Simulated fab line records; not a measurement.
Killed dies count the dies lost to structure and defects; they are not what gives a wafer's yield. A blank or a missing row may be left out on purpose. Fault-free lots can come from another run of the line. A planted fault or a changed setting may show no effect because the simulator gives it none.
A struck lot beside a sound one | flow berkeleyCmos170 | 18 out of 331 route steps
Sound: these wafers, L112.1, L112.4, L112.6. Wafers struck: L128.1, L128.3, L128.4. The cause comes at the end.
Per side, at each step with rows, come the tool, then ch with its chambers, and then its first start. Under that, the readings that differ: sound wafers | struck wafers | difference of the means | sigmas: that difference in standard deviations of wafers without a fault.
alike: words and numbers the same on both sides, and readings whose means are apart by under 2 such deviations; not compared: readings that were withheld, readings missing a value for some wafer, numbers with overlapping values and no deviation given by the record, and bounds like >300 which may hide the same value.
A row with sigmas, a row that says differs or no value, or rows on one side alone: a step with any of these is where the two part. Non-overlapping numbers with no deviation appear without sigmas and do not part them. A reading that every wafer of one side lacks parts them only if that side has two wafers or more.

first, 2 steps without rows for these wafers: UCB170_PLDD_PEB_04; UCB170_PLDD_DEVELOP_05 (develop time 45 s).
UCB170_PLDD_CD_MEAS_06: the cd target is 1200 nm.
  sound: cdSem-01 at day 8 07:53; struck: cdSem-01 at day 12 07:37
  alike: cdNm
UCB170_PLDD_OVL_MEAS_07:
  sound: overlay-01 at day 8 08:00; struck: overlay-02 at day 12 07:44
  alike: PLDD_OVL
then, 2 steps without rows for these wafers: UCB170_PLDD_IMPLANT_08; UCB170_PLDD_IMPLANT_09.
UCB170_PLDD_STRIP_10: strips in O2.
  sound on plasmaAsher-03 ch 0,1, day 8 08:20; struck on plasmaAsher-01 ch 0,1, day 12 08:04
  alike: drypumpMotorCurrentA, o2FlowSccm, oesProductAu, stripTimeToEndpointS
  not compared: rfHoursCounterH
UCB170_PLDD_TW_MEAS_11:
  sound: filmMetro-02 at day 8 08:26; struck: filmMetro-02 at day 12 08:10
  alike: PLDD_TW
then, 4 steps without rows for these wafers: UCB170_PLDD_CLEAN_12 (cleans in SPM, time 600 s); UCB170_NLDD_HMDS_00 (prime time 60 s); UCB170_NLDD_COAT_01 (resist thk 900 nm); UCB170_NLDD_SOFTBAKE_02 (time 60 s).
UCB170_NLDD_EXPOSE_03: exposes mask NSELECT, target cd 1200 nm.
  sound on krfScanner-02 ch 0, day 8 09:14; struck on krfScanner-02 ch 0, day 12 09:31
reading           | sound                | struck               | difference | sigmas
exposureDoseMJCm2 | 30.045 29.965 30.059 | 29.457 29.440 29.438 | -0.578     | -21
  alike: mask, focusOffsetNm, stageVelMmS
then, 2 steps without rows for these wafers: UCB170_NLDD_PEB_04; UCB170_NLDD_DEVELOP_05 (develop time 45 s).
UCB170_NLDD_CD_MEAS_06: the cd target is 1200 nm.
  sound: cdSem-02 at day 8 09:38; struck: cdSem-02 at day 12 10:14
reading   | sound                | struck               | difference | sigmas
cdNm (nm) | 1201.5 1200.4 1202.3 | 1198.0 1196.2 1198.0 | -4.0       | -4
  not compared: hold
UCB170_NLDD_OVL_MEAS_07:
  sound: overlay-02 at day 8 09:46; struck: overlay-02 at day 12 10:21
  alike: NLDD_OVL
  not compared: hold
UCB170_M3_PROBE_99:
  sound wafers here have rows in the record (prober-01, day 9 22:16); struck ones have none

## WHERE THEY PART
Last at UCB170_M3_PROBE_99 as far as this record goes, first at UCB170_NLDD_EXPOSE_03.

WHY: the cause the simulator had injected
Process parameters drifting: krfScanner-02 at UCB170_NLDD_EXPOSE_03, beginning at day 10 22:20. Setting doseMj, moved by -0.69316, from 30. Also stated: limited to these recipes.
